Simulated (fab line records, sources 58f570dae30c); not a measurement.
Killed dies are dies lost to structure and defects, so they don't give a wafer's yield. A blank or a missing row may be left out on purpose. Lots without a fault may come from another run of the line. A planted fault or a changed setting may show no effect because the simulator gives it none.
Which tool did it? | flow berkeley_cmos170 | 15 lots, 44 wafers sampled, at 6 steps of a route of 331

WHAT THE GAUGES READ, wafer by wafer
UCB170_NLDD_TW_MEAS_11.
lot  | measured     | on            | NLDD_TW
L648 | day 6 13:05  | film_metro-02 | 2221 2231 2221
L649 | day 7 04:26  | film_metro-04 | 2197 2204 2204
L652 | day 7 12:03  | film_metro-04 | 2215 2200 2210
L651 | day 7 12:21  | film_metro-01 | 2219 2203 2218
L655 | day 7 15:46  | film_metro-01 | 2205 2211 2208
L654 | day 7 15:57  | film_metro-04 | 2197 2213 2201
L661 | day 8 21:54  | film_metro-04 | 2203 2205 2211
L659 | day 8 22:12  | film_metro-01 | 2203 2209
L662 | day 9 17:20  | film_metro-01 | 2210 2205 2204
L664 | day 9 17:31  | film_metro-02 | 2199 2208 2220
L663 | day 9 17:35  | film_metro-04 | 2200 2189 2198
L665 | day 10 03:59 | film_metro-01 | 2215 2235 2233
L667 | day 10 19:04 | film_metro-02 | 2214 2209 2213
L670 | day 11 05:29 | film_metro-01 | 2209 2204 2205
L666 | day 11 05:36 | film_metro-04 | 2203 2199 2193

UCB170_V2_THK_MEAS_04.
lot  | measured     | on            | V2_POLISHED_THK (nm)
L648 | day 7 19:56  | film_metro-02 | 999.2 998.3 998.8
L649 | day 8 13:08  | film_metro-01 | 1000.2 1000.6 999.9
L652 | day 8 22:01  | film_metro-02 | 998.9 998.1 1000.1
L651 | day 8 22:54  | film_metro-02 | 1001.3 999.7 999.3
L655 | day 8 22:18  | film_metro-03 | 1000.4 1000.3 999.2
L654 | day 8 22:22  | film_metro-02 | 1001.6 999.6 1000.9
L661 | day 10 10:23 | film_metro-03 | 926.9 925.4 927.1
L659 | day 10 10:58 | film_metro-03 | 926.7 924.1
L662 | day 10 23:19 | film_metro-02 | 999.2 1000.2 999.3
L664 | day 11 04:10 | film_metro-02 | 1000.8 1000.0 999.8
L663 | day 11 03:52 | film_metro-02 | 924.7 923.8 927.1
L665 | day 11 16:20 | film_metro-03 | 1000.8 999.9 999.9
L667 | day 12 05:00 | film_metro-01 | 1001.0 999.2 999.8
L670 | day 12 16:01 | film_metro-02 | 1000.4 1000.9 999.6
L666 | day 12 15:14 | film_metro-03 | 1000.5 1001.4 1001.5

UCB170_M3_CD_MEAS_90: target cd 700 nm.
lot  | measured     | on        | cd_nm (nm)
L648 | day 8 00:58  | cd_sem-01 | 698 700 698
L649 | day 8 20:23  | cd_sem-01 | 705 703 697
L652 | day 9 02:31  | cd_sem-01 | 701 697 703
L651 | day 9 03:39  | cd_sem-01 | 702 697 701
L655 | day 9 03:09  | cd_sem-01 | 698 697 698
L654 | day 9 03:14  | cd_sem-01 | 699 698 700
L661 | day 10 17:23 | cd_sem-01 | 700 696 699
L662 | day 11 04:09 | cd_sem-01 | 701 699 706
L664 | day 11 08:43 | cd_sem-01 | 695 704 694
L665 | day 11 20:53 | cd_sem-01 | 699 696 695
L667 | day 12 09:31 | cd_sem-02 | 695 695 693
L670 | day 12 21:13 | cd_sem-01 | 703 704 707
L666 | day 12 20:40 | cd_sem-02 | 692 697 694

WHICH TOOL RAN EACH LOT (tool, then ch and the chambers of the sampled wafers, then the start)
lot  | UCB170_M2_STRIP_07                   | UCB170_V2_CMP_02              | UCB170_V2_ETCH_14
L648 | plasma_asher-03 ch 0,1, day 7 17:23  | cmp-02 ch 2,3, day 7 19:33    | rie_diel-03 ch 2,3, day 7 21:41
L649 | plasma_asher-03 ch 0,1, day 8 10:35  | cmp-01 ch 1,3, day 8 12:46    | rie_diel-02 ch 0,2,3, day 8 15:20
L652 | plasma_asher-03 ch 0,1, day 8 18:32  | cmp-02 ch 1,2,3, day 8 21:35  | rie_diel-04 ch 0,2,3, day 8 23:35
L651 | plasma_asher-02 ch 0,1, day 8 19:26  | cmp-02 ch 1,3, day 8 22:28    | rie_diel-03 ch 0,2,3, day 9 00:31
L655 | plasma_asher-04 ch 0,1, day 8 18:37  | cmp-01 ch 0,1, day 8 21:52    | rie_diel-03 ch 0,1, day 8 23:51
L654 | plasma_asher-03 ch 0,1, day 8 18:51  | cmp-02 ch 0,2, day 8 21:58    | rie_diel-02 ch 0,2,3, day 9 00:06
L661 | plasma_asher-03 ch 0,1, day 10 07:41 | cmp-02 ch 0,1, day 10 09:58   | rie_diel-03 ch 1,2, day 10 13:52
L659 | plasma_asher-02 ch 0, day 10 08:10   | cmp-02 ch 0, day 10 10:36     | rie_diel-03 ch 2, day 10 14:14
L662 | plasma_asher-02 ch 0,1, day 10 20:44 | cmp-01 ch 0,1,2, day 10 23:02 | rie_diel-02 ch 0,1, day 11 00:52
L664 | plasma_asher-03 ch 0,1, day 11 00:32 | cmp-01 ch 0,1,3, day 11 03:43 | rie_diel-04 ch 0,3, day 11 05:44
L663 | plasma_asher-04 ch 0,1, day 11 00:02 | cmp-02 ch 0,1, day 11 03:27   | rie_diel-02 ch 0,3, day 11 05:26
L665 | plasma_asher-02 ch 0,1, day 11 12:29 | cmp-01 ch 0,1,3, day 11 15:55 | rie_diel-04 ch 0,1,2, day 11 17:55
L667 | plasma_asher-02 ch 0,1, day 12 01:42 | cmp-01 ch 1,3, day 12 04:34   | rie_diel-03 ch 0,2, day 12 06:15
L670 | plasma_asher-03 ch 0,1, day 12 12:17 | cmp-01 ch 1,3, day 12 15:38   | rie_diel-03 ch 2,3, day 12 17:44
L666 | plasma_asher-04 ch 0,1, day 12 12:23 | cmp-01 ch 0,2,3, day 12 14:56 | rie_diel-04 ch 0,1,2, day 12 17:42
- UCB170_M2_STRIP_07: strips in O2.
- UCB170_V2_CMP_02: polishes SiO2.
- UCB170_V2_ETCH_14: etches SiO2 in CHF3/CF4/Ar, stops on Al, target depth 1250 nm, time 291 s.

WHAT THE TOOLS THEMSELVES READ (means of the sampled wafers that have a number; where no wafer has one, the mark that the record gives instead)
UCB170_M2_STRIP_07.
lot  | tool            | drypump_motor_current_A (A) | oes_product_au (a.u.) | strip_time_to_endpoint_s (s)
L648 | plasma_asher-03 | 5.42                        | 0.737                 | 21.86
L649 | plasma_asher-03 | 5.43                        | 0.736                 | 22.05
L652 | plasma_asher-03 | 5.38                        | 0.737                 | 22.02
L651 | plasma_asher-02 | 5.93                        | 0.737                 | 22.03
L655 | plasma_asher-04 | 6.05                        | 0.736                 | 22.01
L654 | plasma_asher-03 | 5.41                        | 0.734                 | 21.93
L661 | plasma_asher-03 | 5.42                        | 0.733                 | 21.88
L659 | plasma_asher-02 | 5.70                        | 0.732                 | 22.01
L662 | plasma_asher-02 | 5.95                        | 0.732                 | 21.91
L664 | plasma_asher-03 | 5.40                        | 0.730                 | 22.05
L663 | plasma_asher-04 | 6.05                        | 0.735                 | 22.02
L665 | plasma_asher-02 | 5.81                        | 0.734                 | 21.99
L667 | plasma_asher-02 | 5.93                        | 0.734                 | 21.99
L670 | plasma_asher-03 | 5.40                        | 0.734                 | 22.02
L666 | plasma_asher-04 | 6.05                        | 0.736                 | 21.95

UCB170_V2_CMP_02.
lot  | tool   | motor_current_A (A) | slurry_filter_dp_kPa (kPa)
L648 | cmp-02 | 14.5                | 13.50
L649 | cmp-01 | 14.5                | 13.45
L652 | cmp-02 | 15.1                | 13.60
L651 | cmp-02 | 14.9                | 13.50
L655 | cmp-01 | 16.4                | 13.47
L654 | cmp-02 | 16.2                | 13.71
L661 | cmp-02 | 16.7                | 13.49
L659 | cmp-02 | 17.4                | 13.38
L662 | cmp-01 | 15.9                | 13.49
L664 | cmp-01 | 15.5                | 13.56
L663 | cmp-02 | 17.1                | 13.47
L665 | cmp-01 | 15.7                | 13.38
L667 | cmp-01 | 14.7                | 13.48
L670 | cmp-01 | 14.3                | 13.60
L666 | cmp-01 | 15.5                | 13.50

UCB170_V2_ETCH_14.
lot  | tool        | drypump_motor_current_A (A) | oes_product_au (a.u.) | throttle_valve_pct (%)
L648 | rie_diel-03 | 5.9                         | 0.880                 | 6.95
L649 | rie_diel-02 | 5.9                         | 0.861                 | 7.00
L652 | rie_diel-04 | 5.2                         | 0.878                 | 7.04
L651 | rie_diel-03 | 5.8                         | 0.885                 | 7.00
L655 | rie_diel-03 | 5.9                         | 0.883                 | 6.94
L654 | rie_diel-02 | 5.9                         | 0.866                 | 6.98
L661 | rie_diel-03 | 6.0                         | 0.842                 | 6.86
L659 | rie_diel-03 | 6.0                         | 0.831                 | 6.82
L662 | rie_diel-02 | 6.3                         | 0.874                 | 6.96
L664 | rie_diel-04 | 5.5                         | 0.879                 | 7.06
L663 | rie_diel-02 | 6.5                         | 0.842                 | 6.99
L665 | rie_diel-04 | 5.7                         | 0.885                 | 6.98
L667 | rie_diel-03 | 5.7                         | 0.881                 | 6.91
L670 | rie_diel-03 | 5.9                         | 0.872                 | 6.95
L666 | rie_diel-04 | 5.7                         | 0.882                 | 6.99

THE ANSWER, worked out from the rows above alone
Rule: what is usual is taken from the lots themselves. Put in order of their means at a reading, lots are off if they are a third of the lots or fewer, leave a main group of 4 or more, and stand apart from it by a gap of 3 or more times the standard deviation of the main group's means; of several such gaps the widest counts. A main group whose means are all the same, to the digits that the tables above print for the reading, isn't used. A lot without any number at a reading at which 4 lots or more have one is off too. The other lots that the step has rows for count as sound. The gauges are gone through in route order, then the tools' own readings, and for those a lot's mean is taken as printed above. The first step at which some lot is off is used, and at that step the reading that is off furthest; a lot without a number counts as furthest.
Off: L661, L659, L663, at UCB170_V2_THK_MEAS_04 (V2_POLISHED_THK). The main group: mean 1000.0 nm, standard deviation 0.62.
A tool fits if, at a process step before that reading, it ran every lot that is off, and no sound lot after the first of them. The gauges at UCB170_V2_THK_MEAS_04 are tried like those tools. One fits: cmp-02 at UCB170_V2_CMP_02. Its last sound lot is L651 (day 8 22:28), its first lot that is off L661 (day 10 09:58): a fault that began between those two fits.

WHAT THE SIMULATOR HAD PUT IN
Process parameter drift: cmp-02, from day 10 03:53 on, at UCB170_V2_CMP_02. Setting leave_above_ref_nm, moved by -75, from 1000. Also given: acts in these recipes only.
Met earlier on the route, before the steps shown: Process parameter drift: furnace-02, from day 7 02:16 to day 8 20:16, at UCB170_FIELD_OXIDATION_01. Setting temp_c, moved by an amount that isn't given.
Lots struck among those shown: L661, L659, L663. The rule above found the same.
